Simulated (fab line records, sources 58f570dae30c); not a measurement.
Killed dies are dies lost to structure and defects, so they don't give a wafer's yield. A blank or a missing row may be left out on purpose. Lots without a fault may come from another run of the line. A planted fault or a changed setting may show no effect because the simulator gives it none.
Which tool did it? | flow berkeley_cmos170 | 15 lots, 45 wafers sampled, at 3 steps of a route of 331

WHAT THE GAUGES READ, wafer by wafer
UCB170_V1_OVL_MEAS_13. Usual: V1_OVL -3 nm, standard deviation 5.3.
lot  | measured     | on         | V1_OVL (nm) | flag
L371 | day 7 10:04  | overlay-01 | -12 -3 -14  |
L372 | day 7 10:19  | overlay-02 | 4 -5 4      |
L373 | day 7 10:52  | overlay-01 | -11 -12 2   |
L376 | day 8 00:56  | overlay-01 | -10 -5 4    |
L378 | day 8 14:50  | overlay-01 | -8 -3 5     |
L379 | day 8 19:01  | overlay-01 | -15 -12 -14 |
L380 | day 9 06:15  | overlay-01 | -4 -6 -2    |
L382 | day 9 17:22  | overlay-02 | 3 -6 2      |
L387 | day 10 12:50 | overlay-02 | -9 -1 -5    |
L388 | day 11 00:27 | overlay-02 | -1 -2 4     |
L390 | day 11 10:51 | overlay-01 | 3 2 -6      |
L389 | day 11 10:51 | overlay-02 | 1 0 0       |
L391 | day 11 20:46 | overlay-02 | -7 -4 -8    |
L392 | day 11 21:19 | overlay-02 | 3 5 4       |
L393 | day 12 09:16 | overlay-02 | 5 -3 -4     |

UCB170_V2_THK_MEAS_04. Usual: V2_POLISHED_THK 1000.3 nm, standard deviation 1.2.
lot  | measured     | on            | V2_POLISHED_THK (nm) | flag
L371 | day 7 14:07  | film_metro-04 | 1000.5 999.7 1001.8  |
L372 | day 7 14:46  | film_metro-01 | 998.1 1000.1 1000.2  |
L373 | day 7 15:04  | film_metro-01 | 1000.3 1000.0 998.7  |
L376 | day 8 04:56  | film_metro-01 | 1000.2 998.9 999.8   |
L378 | day 8 18:36  | film_metro-01 | 1002.7 1002.2 1001.0 |
L379 | day 8 22:44  | film_metro-01 | 1002.1 1001.5 1000.4 |
L380 | day 9 10:14  | film_metro-01 | 998.7 1000.7 999.4   |
L382 | day 9 21:05  | film_metro-01 | 999.5 998.6 997.3    |
L387 | day 10 17:10 | film_metro-04 | 1000.8 1000.0 999.1  |
L388 | day 11 04:03 | film_metro-04 | 1000.0 1000.3 1001.7 |
L390 | day 11 14:51 | film_metro-02 | 1000.5 1000.2 1000.0 |
L389 | day 11 14:59 | film_metro-01 | 1001.1 1001.6 1002.4 |
L391 | day 12 02:50 | film_metro-02 | 1000.1 998.4 999.8   |
L392 | day 12 03:07 | film_metro-02 | 1001.7 1000.7 1002.6 |
L393 | day 12 13:14 | film_metro-04 | 1001.5 1000.3 999.0  |

WHICH TOOL RAN EACH LOT (tool, then ch and the chambers of the sampled wafers, then the start)
lot  | UCB170_V2_CVD_00
L371 | pecvd-02 ch 0,1,2, day 7 13:28
L372 | pecvd-01 ch 0,1,2, day 7 14:08
L373 | pecvd-02 ch 0,1, day 7 14:23
L376 | pecvd-04 ch 0,1, day 8 04:01
L378 | pecvd-02 ch 0,1,2, day 8 17:58
L379 | pecvd-04 ch 0,2, day 8 22:05
L380 | pecvd-04 ch 0,1,2, day 9 09:36
L382 | pecvd-02 ch 0,2, day 9 20:26
L387 | pecvd-02 ch 0,1,2, day 10 16:28
L388 | pecvd-01 ch 0,1, day 11 03:23
L390 | pecvd-01 ch 0,1, day 11 14:13
L389 | pecvd-02 ch 0,2, day 11 14:20
L391 | pecvd-04 ch 1,2, day 12 02:13
L392 | pecvd-02 ch 0,2, day 12 02:27
L393 | pecvd-02 ch 0,2, day 12 12:36
- UCB170_V2_CVD_00: deposits SiO2 from TEOS/O2, target thk 2000 nm, time 250 s.

WHAT THE TOOLS THEMSELVES READ (means of the sampled wafers that have a number; where no wafer has one, the mark that the record gives instead)
UCB170_V2_CVD_00. Usual: heater_power_w 253 W, standard deviation 61.
lot  | tool     | heater_power_w (W) | flag
L371 | pecvd-02 | 269                |
L372 | pecvd-01 | 266                |
L373 | pecvd-02 | 275                |
L376 | pecvd-04 | 324                |
L378 | pecvd-02 | 232                |
L379 | pecvd-04 | 345                |
L380 | pecvd-04 | 276                |
L382 | pecvd-02 | 220                |
L387 | pecvd-02 | 228                |
L388 | pecvd-01 | 217                |
L390 | pecvd-01 | 263                |
L389 | pecvd-02 | 246                |
L391 | pecvd-04 | 204                |
L392 | pecvd-02 | 241                |
L393 | pecvd-02 | 251                |

THE ANSWER, worked out from the rows above alone
Rule: a lot is off if the mean of its wafers that have a number lies more than 3 standard deviations from the usual mean. A lot without any number at a reading at which 4 lots or more have one is off too. The other lots that the step has rows for count as sound. The gauges are gone through in route order, then the tools' own readings, and for those a lot's mean is taken as printed above. The first step at which some lot is off is used, and at that step the reading that is off furthest; a lot without a number counts as furthest.
No lot is off at any reading shown: from this, nothing can be told.

WHAT THE SIMULATOR HAD PUT IN
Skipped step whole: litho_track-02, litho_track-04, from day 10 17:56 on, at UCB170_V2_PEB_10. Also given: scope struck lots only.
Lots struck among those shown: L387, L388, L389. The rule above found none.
